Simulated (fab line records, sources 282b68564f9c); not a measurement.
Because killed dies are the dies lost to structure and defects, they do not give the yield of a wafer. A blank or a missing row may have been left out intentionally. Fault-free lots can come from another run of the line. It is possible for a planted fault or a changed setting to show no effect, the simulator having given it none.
fab line records ; flow rit_cmos
record: lots: 13; wafers: 39; last_day: 8
route steps=202 shown M1@190
lots that met no fault: from a run of the same line without faults
start_h: the number of hours between the record's first day and the start of the first shown wafer of the lot ; wait_h: hours since the lot's step before ; " as in the row above ; L1.1+2: a single row standing in for several wafers ; - no value, or no start was given ; * or withheld: withheld ; < > ~ a bound
route shown NAME@n: NAME is a module with steps in the file, n the number in the route of the first one ; usual: mean and standard deviation over wafers with no fault ; same: alike in all rows ; chamber/n: place in a boat ; sites: readings site by site ; _std_site: the standard deviation of these ; _edge_site: the outer-site mean with the inner-site mean subtracted ; radius_mm: how far each site lies from the wafer's centre ; mask NAME#n: copy n ; behind: the last tool/chamber to shape the wafer ; hold: cause of the lot's hold/its duration in hours/its outcome ; device: which transistor (n, p or np) failed to switch ; end of line: the route-end tests of the same wafers ; a step with no rows: only its recipe ; killed: not the wafer's yield, but the dies lost to structure and defects at the first sort ; map: a wafer's dies, marking killed ones x, the rest . and places with no die _
set.NAME: the run value of the setting; set.NAME@STEP: its run value at that earlier step ; model.NAME: the simulator's own value behind a step, which no gauge read
the route's steps for a sample of lots (tables are steps, rows are wafers)
services: when a tool's chamber went out of use (start_h, in hours from the record's first day, below 0 if earlier), for how many hours, and the reason
== steps ==
step: RIT_M1_EXPOSE_06
recipe: mask_id: M12; na: 0.6; source_shape: conventional; sigma_outer: 0.5; target_cd_nm: 2600; dose_mj: 250
lot.wafer;tool;chamber;start_h;wait_h;mask
L619.2+4+6;iline_stepper-01;0;64.33;0.2;M12#0
L620.1+3+4;iline_stepper-01;0;68.69;0.1;M12#0
L621.1+3+5;iline_stepper-01;0;72.96;0.1;M12_R1#0
L631.1+4+6;iline_stepper-01;0;121.08;0.1;M12#0
L632.1+2+3;iline_stepper-01;0;124.42;0.1;M12#0
L633.3+5+6;iline_stepper-02;0;129.84;0.3;M12#0
L634.1+3+5;iline_stepper-02;0;136.98;0.1;M12#0
L635.4+5+6;iline_stepper-01;0;139.29;0.2;M12#0
L636.4+5+6;iline_stepper-01;0;140.44;0.1;M12#0
L637.1+3+5;iline_stepper-01;0;156.09;0.2;M12#0
L639.2+3+5;iline_stepper-01;0;176.74;0.1;M12#0
L641.4+5+6;iline_stepper-01;0;177.28;0.1;M12#0
L642.2+3+4;iline_stepper-02;0;184.35;0.3;M12#0
step: RIT_M1_CD_MEAS_09
recipe: target_cd_nm: 2600
usual: cd_nm: 2599.8/2.1
lot.wafer;tool;chamber;start_h;wait_h;hold;cd_nm
L619.2;cd_sem-01;-;64.76;-;-;2598.2
L619.4;cd_sem-01;-;64.76;-;-;2598.5
L619.6;cd_sem-01;-;64.76;-;-;2597.6
L620.1;cd_sem-02;-;69.12;-;-;2598.8
L620.3;cd_sem-02;-;69.12;-;-;2598.7
L620.4;cd_sem-02;-;69.12;-;-;2598.5
L621.1;cd_sem-01;-;73.39;-;await_dispo/0.2h/release;2750.9
L621.3;cd_sem-01;-;73.39;-;await_dispo/0.2h/release;2747.5
L621.5;cd_sem-01;-;73.39;-;await_dispo/0.2h/release;2747.9
L621.1;cd_sem-01;-;73.68;0.3;-;2750.9
L621.3;cd_sem-01;-;73.68;0.3;-;2747.5
L621.5;cd_sem-01;-;73.68;0.3;-;2748.0
L631.1;cd_sem-02;-;121.51;-;-;2598.8
L631.4;cd_sem-02;-;121.51;-;-;2600.1
L631.6;cd_sem-02;-;121.51;-;-;2600.1
L632.1;cd_sem-02;-;124.85;-;-;2598.7
L632.2;cd_sem-02;-;124.85;-;-;2599.9
L632.3;cd_sem-02;-;124.85;-;-;2601.6
L633.3;cd_sem-01;-;130.28;-;-;2601.1
L633.5;cd_sem-01;-;130.28;-;-;2600.6
L633.6;cd_sem-01;-;130.28;-;-;2600.3
L634.1;cd_sem-02;-;137.41;-;-;2598.8
L634.3;cd_sem-02;-;137.41;-;-;2597.4
L634.5;cd_sem-02;-;137.41;-;-;2599.2
L635.4;cd_sem-01;-;139.72;-;-;2599.5
L635.5;cd_sem-01;-;139.72;-;-;2599.0
L635.6;cd_sem-01;-;139.72;-;-;2602.9
L636.4;cd_sem-01;-;140.87;-;-;2596.1
L636.5;cd_sem-01;-;140.87;-;-;2598.0
L636.6;cd_sem-01;-;140.87;-;-;2597.9
L637.1;cd_sem-01;-;156.52;-;-;2599.8
L637.3;cd_sem-01;-;156.52;-;-;2598.9
L637.5;cd_sem-01;-;156.52;-;-;2599.6
L639.2;cd_sem-01;-;177.17;-;-;2596.4
L639.3;cd_sem-01;-;177.17;-;-;2597.4
L639.5;cd_sem-01;-;177.17;-;-;2596.2
L641.4;cd_sem-02;-;177.97;-;-;2598.2
L641.5;cd_sem-02;-;177.97;-;-;2598.8
L641.6;cd_sem-02;-;177.97;-;-;2599.1
L642.2;cd_sem-02;-;185.02;-;-;2600.8
L642.3;cd_sem-02;-;185.02;-;-;2600.2
L642.4;cd_sem-02;-;185.02;-;-;2599.6
step: RIT_M1_PROBE_99
usual: defect_limited_yield: 97.6/1; killed_at_contacts: 0.1/0.23; killed_at_front_end: 6.2/2.8; killed_dies: 6.3/2.7; killed_open: 3.1/2; killed_short: 3.2/1.8; sort_bin_3_pad_short: 0.1/0.18; sort_bin_5_function: 1.3/0.73; sort_bin_6_memory: 1.0/0.62; sort_n_pass: 257.7/2.7; sort_yield_pct: 97.6/1
same: gross_dies: 264; killed_at_M0_to_M3: 0; killed_at_M4_up: 0; killed_at_back_side: 0; killed_at_other: 0
lot.wafer;tool;chamber;start_h;wait_h;defect_limited_yield[%];killed_at_contacts;killed_at_front_end;killed_dies;killed_open;killed_short;sort_bin_3_pad_short[%];sort_bin_5_function[%];sort_bin_6_memory[%];sort_n_pass;sort_yield_pct[%]
L633.3;prober-01;-;132.99;0.2;95.8;0;11;11;6;5;0.4;1.9;1.9;253.0;95.8
L633.5;prober-01;-;133.09;0.2;96.2;0;10;10;4;6;0;1.9;1.9;254.0;96.2
L633.6;prober-01;-;133.14;0.2;98.5;0;4;4;4;0;0;0.4;1.1;260.0;98.5
killed by level:class
L633.3 GATE:geometric_particle:short=3 REOX:geometric_particle:open=2 FOX2:geometric_particle:open=1 GATE:geometric_particle:open=1 REOX:geometric_particle:short=1 SPACER:geometric_particle:open=1 SILICIDE:geometric_particle:short=1 SILICIDE:geometric_particle:open=1
L633.5 GATE:geometric_particle:short=2 GATE:geometric_particle:open=2 REOX:geometric_particle:short=2 FOX2:geometric_particle:open=1 FOX2:geometric_particle:short=1 SPACER:geometric_particle:open=1 SILICIDE:geometric_particle:short=1
L633.6 FOX1:geometric_particle:open=2 GATE:geometric_particle:open=1 REOX:geometric_particle:open=1
== services ==
tool;chamber;start_h;hours;kind
iline_stepper-01;-;64.65;1.1;repair
iline_stepper-01;-;173.85;1.7;pm
== key ==
first_sign: step: RIT_M1_EXPOSE_06; reading: mask; direction: changed
effect: step: RIT_M1_CD_MEAS_09; reading: visit; direction: added
effect: step: RIT_M1_CD_MEAS_09; reading: cd_nm; direction: up; sigmas: 73; usual: 2599.8; struck: 2748.7
met_at RIT_M1_EXPOSE_06
struck_lots L621
scrapped_behind RIT_M1_CD_MEAS_09 L621.1,L621.3,L621.5
onset_between 68.69 72.96
fault: kind: wrong_mask; tool: any; chamber: -; onset_h: 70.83; steps: RIT_M1_EXPOSE_06; aux_copy: M12_R1#0; cd_offset_nm: 150; scope: struck_lots_only
